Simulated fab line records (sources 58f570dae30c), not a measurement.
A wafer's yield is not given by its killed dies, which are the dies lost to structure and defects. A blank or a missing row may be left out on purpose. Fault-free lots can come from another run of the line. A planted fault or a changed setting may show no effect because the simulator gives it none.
fab line records | flow berkeley-cmos170 | part 2 of 2: steps 26 to 35 of 35
[record] lots = 5 | wafers = 15 | last-day = 11
route steps=331 shown NSD@196 BACKSIDE@199 SDANNEAL@204 PSD@206 PLDD@208 NLDD@209 SILICIDE@210 CONTACT@216
lots that met no fault: taken from a fault-free run of the same line
start-h: hours from the record's first day to the start of the lot's first wafer shown | wait-h: how many hours have passed since the lot's step before this one | " identical to the entry in the row above | L1.1+2: a single row standing in for several wafers | - value missing, or start not given | * or withheld: withheld | < > ~ a bound
route shown NAME@n: names a module that has steps shown in the file, with the first one's number in the route | usual: average and standard deviation across the fault-free wafers | same: alike in all rows | chamber/n: place in a boat | sites: each site's reading | _std_site: standard deviation of those values | _edge_site: outer sites' mean less inner sites' | radius-mm: for every site, how far away it sits from the centre of the wafer | mask NAME#n: copy n | behind: tool/chamber where the wafer was last shaped | hold: why the lot went on hold/how many hours it stayed there/how the hold came to an end | device: which transistor (n, p or np) failed to switch | end of line: the same wafers' tests at the end of the route | a step with no rows: only its recipe | killed: dies lost to structure and defects at the first sort, not the wafer's yield | map: dies across one wafer; x = killed, . = not, _ = none there
set.NAME: the setting as run; set.NAME@STEP: as run at that earlier step | model.NAME: the simulator's own value behind a step, which no gauge read
certain route steps with their lots: each step a table, each wafer a row
services: a tool's chamber out of use, with start hour (start-h, from the record's first day; less than 0 if before it), hours out, and reason
[[steps]]
[step UCB170_CONTACT_SOFTBAKE_05]
[recipe] resist = KrF | temp-c = 130 | time-s = 60
[usual] exhaust-pa = 45.1/0.97
lot.wafer | tool           | chamber | start-h | wait-h | exhaust-pa
L076.1    | litho-track-04 | 0       | 149.50  | 0.1    | 46.1
L076.2    | "              | 0       | "       | "      | 45.3
L076.4    | "              | 0       | "       | "      | 45.5
L086.3    | litho-track-03 | 0       | 199.50  | 0.1    | 45.0
L086.4    | "              | 0       | "       | "      | 44.6
L086.6    | "              | 0       | "       | "      | 45.4
L090.1    | litho-track-03 | 0       | 224.55  | 0.1    | 46.3
L090.2    | "              | 0       | "       | "      | 46.3
L090.4    | "              | 0       | "       | "      | 46.1
L094.1    | litho-track-01 | 0       | 243.95  | 0.1    | 46.1
L094.3    | "              | 0       | "       | "      | 45.7
L094.5    | "              | 0       | "       | "      | 44.9
L095.1    | litho-track-01 | 0       | 245.12  | 0.1    | 46.5
L095.2    | "              | 0       | "       | "      | 44.9
L095.5    | "              | 0       | "       | "      | 44.9
[step UCB170_CONTACT_STRIP_06]
[recipe] chemistry = O2 | power-w = 400 | pressure-mtorr = 3500 | platen-temp-c = withheld | o2-flow-sccm = 400 | overash-fraction = 0.5
[usual] chamber-pressure-mTorr = 3500/3.1 | drypump-motor-current-A = 5.6/0.51 | oes-product-au = 0.734/0.0044 | strip-time-to-endpoint-s = 21.96/0.056
lot.wafer | tool            | chamber | start-h | wait-h | chamber-pressure-mTorr | drypump-motor-current-A | oes-product-au | rf-hours-counter-h | strip-time-to-endpoint-s
L076.1    | plasma-asher-01 | 1       | 149.65  | 0.1    | 3495                   | 4.8                     | 0.737          | 4                  | 21.99
L076.2    | "               | 0       | "       | "      | 3499                   | 5.9                     | 0.735          | 4                  | 21.99
L076.4    | "               | 0       | "       | "      | 3497                   | 5.9                     | 0.734          | -                  | 22.00
L086.3    | plasma-asher-04 | 1       | 199.63  | 0.1    | 3502                   | 6.1                     | 0.734          | -                  | 21.96
L086.4    | "               | 0       | "       | "      | 3503                   | 6.3                     | 0.734          | -                  | 22.01
L086.6    | "               | 0       | "       | "      | 3497                   | 6.3                     | 0.735          | -                  | 21.94
L090.1    | plasma-asher-01 | 0       | 224.70  | 0.1    | 3502                   | 5.9                     | 0.730          | 13                 | 21.94
L090.2    | "               | 1       | "       | "      | 3500                   | 4.8                     | 0.739          | 13                 | 21.93
L090.4    | "               | 1       | "       | "      | 3498                   | 4.8                     | 0.732          | -                  | 21.96
L094.1    | plasma-asher-04 | 0       | 244.10  | 0.1    | 3500                   | 6.3                     | 0.733          | 59                 | 21.89
L094.3    | "               | 0       | "       | "      | 3502                   | 6.3                     | 0.730          | -                  | 21.91
L094.5    | "               | 1       | "       | "      | 3498                   | 6.0                     | 0.728          | -                  | 21.97
L095.1    | plasma-asher-02 | 1       | 245.27  | 0.1    | 3502                   | 5.4                     | 0.732          | 46                 | 21.88
L095.2    | "               | 0       | "       | "      | 3502                   | 5.2                     | 0.736          | 46                 | 21.88
L095.5    | "               | 0       | "       | "      | 3498                   | 5.2                     | 0.733          | -                  | 21.91
[step UCB170_CONTACT_CLEAN_07]
[recipe] chemistry = SPM | temp-c = 120 | time-s = 600
lot.wafer  | tool         | chamber | start-h | wait-h
L076.1+2+4 | wet-bench-01 | 1       | 151.26  | 1.6
L086.3+4+6 | wet-bench-01 | 2       | 199.75  | 0.1
L090.1+2+4 | wet-bench-04 | 3       | 224.80  | 0.1
L094.1+3+5 | wet-bench-01 | 0       | 244.20  | 0.1
L095.1+2+5 | wet-bench-04 | 3       | 245.37  | 0.1
[step UCB170_CONTACT_RTA_08]
[recipe] temp-c = 900 | time-s = 10 | ambient = N2
[usual] chamber-o2-ppm = 1.997/0.022 | lamp-power-pct = 23.2/0.78 | wafer_temp_C_max = 905.2/0.93
lot.wafer | tool          | chamber | start-h | wait-h | chamber-o2-ppm | lamp-power-pct | wafer_temp_C_max
L076.1    | rtp-anneal-01 | 0       | 151.43  | 0.0    | 2.000          | 22.4           | 904.8
L076.2    | "             | 0       | "       | "      | 2.017          | 22.4           | 906.0
L076.4    | "             | 0       | "       | "      | 2.046          | 22.4           | 904.8
L086.3    | rtp-anneal-01 | 0       | 199.95  | 0.0    | 2.020          | 22.4           | 903.5
L086.4    | "             | 0       | "       | "      | 2.000          | 22.5           | 905.4
L086.6    | "             | 0       | "       | "      | 2.028          | 22.5           | 904.8
L090.1    | rtp-anneal-01 | 0       | 224.99  | 0.0    | 1.977          | 22.5           | 906.0
L090.2    | "             | 0       | "       | "      | 1.972          | 22.4           | 907.0
L090.4    | "             | 0       | "       | "      | 1.981          | 22.4           | 904.4
L094.1    | rtp-anneal-01 | 0       | 244.39  | 0.0    | 2.007          | 22.5           | 903.7
L094.3    | "             | 0       | "       | "      | 1.973          | 22.4           | 906.1
L094.5    | "             | 0       | "       | "      | 1.983          | 22.5           | 905.1
L095.1    | rtp-anneal-02 | 0       | 245.57  | 0.0    | 2.012          | 24.0           | 905.3
L095.2    | "             | 0       | "       | "      | 1.976          | 24.0           | 905.1
L095.5    | "             | 0       | "       | "      | 1.977          | 24.0           | 904.8
[step UCB170_CONTACT_COAT_09]
[recipe] resist = BARC | temp-c = withheld | time-s = withheld | spin-rpm = 3000 | resist-thk-nm = withheld
[usual] exhaust-pa = 44.9/0.98
lot.wafer | tool           | chamber | start-h | wait-h | exhaust-pa
L076.1    | litho-track-04 | 0       | 151.50  | 0.1    | 44.6
L076.2    | "              | 0       | "       | "      | 43.9
L076.4    | "              | 0       | "       | "      | 45.7
L086.3    | litho-track-03 | 0       | 200.04  | 0.1    | 45.4
L086.4    | "              | 0       | "       | "      | 44.9
L086.6    | "              | 0       | "       | "      | 45.0
L090.1    | litho-track-01 | 0       | 225.06  | 0.1    | 44.1
L090.2    | "              | 0       | "       | "      | 44.8
L090.4    | "              | 0       | "       | "      | 45.3
L094.1    | litho-track-03 | 0       | 244.59  | 0.2    | 45.8
L094.3    | "              | 0       | "       | "      | 45.1
L094.5    | "              | 0       | "       | "      | 46.0
L095.1    | litho-track-04 | 0       | 245.91  | 0.3    | 46.1
L095.2    | "              | 0       | "       | "      | 45.7
L095.5    | "              | 0       | "       | "      | 45.7
[step UCB170_CONTACT_COAT_10]
[recipe] resist = KrF | spin-rpm = 1500 | resist-thk-nm = 900
[usual] exhaust-pa = 45.3/0.96
lot.wafer | tool           | chamber | start-h | wait-h | exhaust-pa
L076.1    | litho-track-04 | 0       | -       | -      | 46.8
L076.2    | "              | 0       | "       | "      | 46.9
L076.4    | "              | 0       | "       | "      | 46.4
L086.3    | litho-track-03 | 0       | -       | -      | 47.7
L086.4    | "              | 0       | "       | "      | 46.0
L086.6    | "              | 0       | "       | "      | 45.8
L090.1    | litho-track-01 | 0       | -       | -      | 45.8
L090.2    | "              | 0       | "       | "      | 44.6
L090.4    | "              | 0       | "       | "      | 45.1
L094.1    | litho-track-03 | 0       | -       | -      | 44.6
L094.3    | "              | 0       | "       | "      | 44.8
L094.5    | "              | 0       | "       | "      | 44.7
L095.1    | litho-track-04 | 0       | -       | -      | 44.2
L095.2    | "              | 0       | "       | "      | 45.7
L095.5    | "              | 0       | "       | "      | 43.9
[step UCB170_CONTACT_SOFTBAKE_11]
[recipe] resist = KrF | temp-c = 130 | time-s = 60
[usual] exhaust-pa = 44.8/0.82
lot.wafer | tool           | chamber | start-h | wait-h | exhaust-pa
L076.1    | litho-track-04 | 0       | -       | -      | 45.0
L076.2    | "              | 0       | "       | "      | 45.2
L076.4    | "              | 0       | "       | "      | 46.4
L086.3    | litho-track-03 | 0       | -       | -      | 44.1
L086.4    | "              | 0       | "       | "      | 46.4
L086.6    | "              | 0       | "       | "      | 45.4
L090.1    | litho-track-01 | 0       | -       | -      | 44.4
L090.2    | "              | 0       | "       | "      | 44.7
L090.4    | "              | 0       | "       | "      | 43.8
L094.1    | litho-track-03 | 0       | -       | -      | 45.2
L094.3    | "              | 0       | "       | "      | 44.0
L094.5    | "              | 0       | "       | "      | 44.5
L095.1    | litho-track-04 | 0       | -       | -      | 43.3
L095.2    | "              | 0       | "       | "      | 43.6
L095.5    | "              | 0       | "       | "      | 44.4
[step UCB170_CONTACT_EXPOSE_12]
[recipe] mask-id = CONT | target-cd-nm = 700 | na = 0.5 | sigma-outer = 0.6 | source-shape = conventional | dose-mj = 35
lot.wafer  | tool           | chamber | start-h | wait-h | mask
L076.1+2+4 | krf-scanner-02 | 0       | 151.95  | -      | CONT#0
L086.3+4+6 | krf-scanner-02 | 0       | 200.48  | -      | CONT#0
L090.1+2+4 | krf-scanner-02 | 0       | 225.51  | -      | CONT#0
L094.1+3+5 | krf-scanner-01 | 0       | 245.17  | -      | CONT#0
L095.1+2+5 | krf-scanner-01 | 0       | 246.36  | -      | CONT#0
[step UCB170_CONTACT_PEB_13]
[recipe] peb-temp-c = 130 | peb-time-s = withheld | resist = KrF
[usual] exhaust-pa = 45.1/0.89
lot.wafer | tool           | chamber | start-h | wait-h | exhaust-pa
L076.1    | litho-track-04 | 0       | 152.07  | 0.1    | 46.4
L076.2    | "              | 0       | "       | "      | 44.9
L076.4    | "              | 0       | "       | "      | 45.3
L086.3    | litho-track-01 | 0       | 200.63  | 0.1    | 46.3
L086.4    | "              | 0       | "       | "      | 45.2
L086.6    | "              | 0       | "       | "      | 46.4
L090.1    | litho-track-03 | 0       | 225.63  | 0.1    | 45.9
L090.2    | "              | 0       | "       | "      | 46.1
L090.4    | "              | 0       | "       | "      | 45.2
L094.1    | litho-track-01 | 0       | 245.72  | 0.5    | 45.2
L094.3    | "              | 0       | "       | "      | 44.9
L094.5    | "              | 0       | "       | "      | 43.9
L095.1    | litho-track-03 | 0       | 246.94  | 0.6    | 46.1
L095.2    | "              | 0       | "       | "      | 45.7
L095.5    | "              | 0       | "       | "      | 45.7
[step UCB170_CONTACT_DEVELOP_14]
[recipe] developer = TMAH | develop-time-s = 45 | resist = KrF | dev-temp-c = 21
[usual] developer-temp-C = 20.99/0.12 | exhaust-pa = 44.9/0.83
lot.wafer | tool           | chamber | start-h | wait-h | developer-temp-C | exhaust-pa
L076.1    | litho-track-04 | 0       | -       | -      | 20.75            | 44.0
L076.2    | "              | 0       | "       | "      | 21.02            | 45.2
L076.4    | "              | 0       | "       | "      | 20.94            | 44.7
L086.3    | litho-track-01 | 0       | -       | -      | 20.96            | 44.0
L086.4    | "              | 0       | "       | "      | 20.92            | 45.7
L086.6    | "              | 0       | "       | "      | 21.03            | 46.3
L090.1    | litho-track-03 | 0       | -       | -      | 21.07            | 45.0
L090.2    | "              | 0       | "       | "      | 21.04            | 45.7
L090.4    | "              | 0       | "       | "      | 20.97            | 46.0
L094.1    | litho-track-01 | 0       | -       | -      | 20.92            | 43.5
L094.3    | "              | 0       | "       | "      | 20.85            | 44.7
L094.5    | "              | 0       | "       | "      | 20.87            | 45.1
L095.1    | litho-track-03 | 0       | -       | -      | 21.14            | 45.8
L095.2    | "              | 0       | "       | "      | 20.97            | 44.7
L095.5    | "              | 0       | "       | "      | 21.06            | 44.4
[[services]]
tool            | chamber | start-h | hours | kind
krf-scanner-01  | -       | 123.66  | 4.4   | pm
krf-scanner-02  | 0       | 129.62  | -     | calibration
krf-scanner-01  | -       | 140.67  | 1.3   | pm
plasma-asher-04 | -       | 145.39  | 2.4   | repair
krf-scanner-01  | -       | 167.00  | 1.0   | pm
krf-scanner-01  | -       | 172.95  | 3.6   | pm
krf-scanner-01  | -       | 178.15  | 1.2   | repair
krf-scanner-01  | -       | 205.05  | 1.0   | repair
lpcvd-02        | -       | 214.07  | 0.8   | repair
krf-scanner-02  | -       | 228.36  | 0.8   | pm
krf-scanner-01  | 0       | 245.66  | -     | calibration
plasma-asher-03 | -       | 245.66  | 2.8   | pm
krf-scanner-02  | -       | 246.67  | 1.0   | pm
